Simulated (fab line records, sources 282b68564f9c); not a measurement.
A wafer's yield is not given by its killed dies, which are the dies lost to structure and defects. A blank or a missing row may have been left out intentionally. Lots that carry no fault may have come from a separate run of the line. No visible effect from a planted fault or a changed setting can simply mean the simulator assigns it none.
The tool behind it: which one? | flow rit-cmos | Sampling: 7 lots, 21 wafers, 2 of 202 route steps

WHAT THE GAUGES READ, wafer by wafer
RIT_WELLDRIVE_RS_MEAS_01: a four-point-probe measurement.
lot  | measured    | on            | NWELL_RS (ohm/sq)
L214 | day 2 19:06 | film-metro-04 | 276.0 276.4 276.4
L219 | day 3 16:23 | film-metro-02 | 276.2 275.4 275.8
L221 | day 4 00:46 | film-metro-02 | 276.1 275.7 277.0
L223 | day 4 12:29 | film-metro-04 | 275.1 274.9 275.1
L225 | day 4 22:57 | film-metro-02 | 275.9 275.4 276.1
L228 | day 5 13:28 | film-metro-04 | 300.3 301.4 300.5
L230 | day 5 23:34 | film-metro-03 | 293.6 282.4 279.0

EACH LOT AND THE TOOL THAT RAN IT (in order: tool; ch and the chambers of the sampled wafers; start)
lot  | RIT_WELLDRIVE_ANNEAL_00
L214 | furnace-01 ch 0, day 2 14:01
L219 | furnace-03 ch 0, day 3 11:16
L221 | furnace-01 ch 0, day 3 19:41
L223 | furnace-01 ch 0, day 4 07:23
L225 | furnace-01 ch 0, day 4 17:48
L228 | furnace-01 ch 0, day 5 08:22
L230 | furnace-01 ch 0, day 5 18:29
- RIT_WELLDRIVE_ANNEAL_00: time 14700 s.

THE ANSWER, worked out from the rows above alone
Rule: what is usual is taken from the lots themselves. The widest of any qualifying gaps counts: lots, ordered by their means at a reading, are off when they make up no more than a third of the lots, leave a main group of 4 or more, and stand apart from it by 3 or more times the standard deviation of that group's means. The tables above print the reading to a certain number of digits; a main group whose means all agree to those digits is not used. Also off: a lot with no number at a reading for which 4 or more lots have one. Where the step has rows for the other lots, those lots are counted as sound.
Off: L228, L230, at RIT_WELLDRIVE_RS_MEAS_01 (NWELL_RS). The main group has a mean of 275.8 ohm/sq with a standard deviation of 0.45.
If a tool, at a process step before that reading, ran all the lots that are off and no sound lot after the first of them, it fits. The gauges at RIT_WELLDRIVE_RS_MEAS_01 are tried like those tools. One fits: furnace-01 at RIT_WELLDRIVE_ANNEAL_00. Its last sound lot is L225 (day 4 17:48), its first lot that is off L228 (day 5 08:22): a fault that began between those two fits.

WHAT THE SIMULATOR HAD INSERTED
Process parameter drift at RIT_WELLDRIVE_ANNEAL_00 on furnace-01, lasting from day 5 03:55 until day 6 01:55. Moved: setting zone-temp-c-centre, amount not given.
Lots struck among those shown: L228, L230. The rule above found the same.
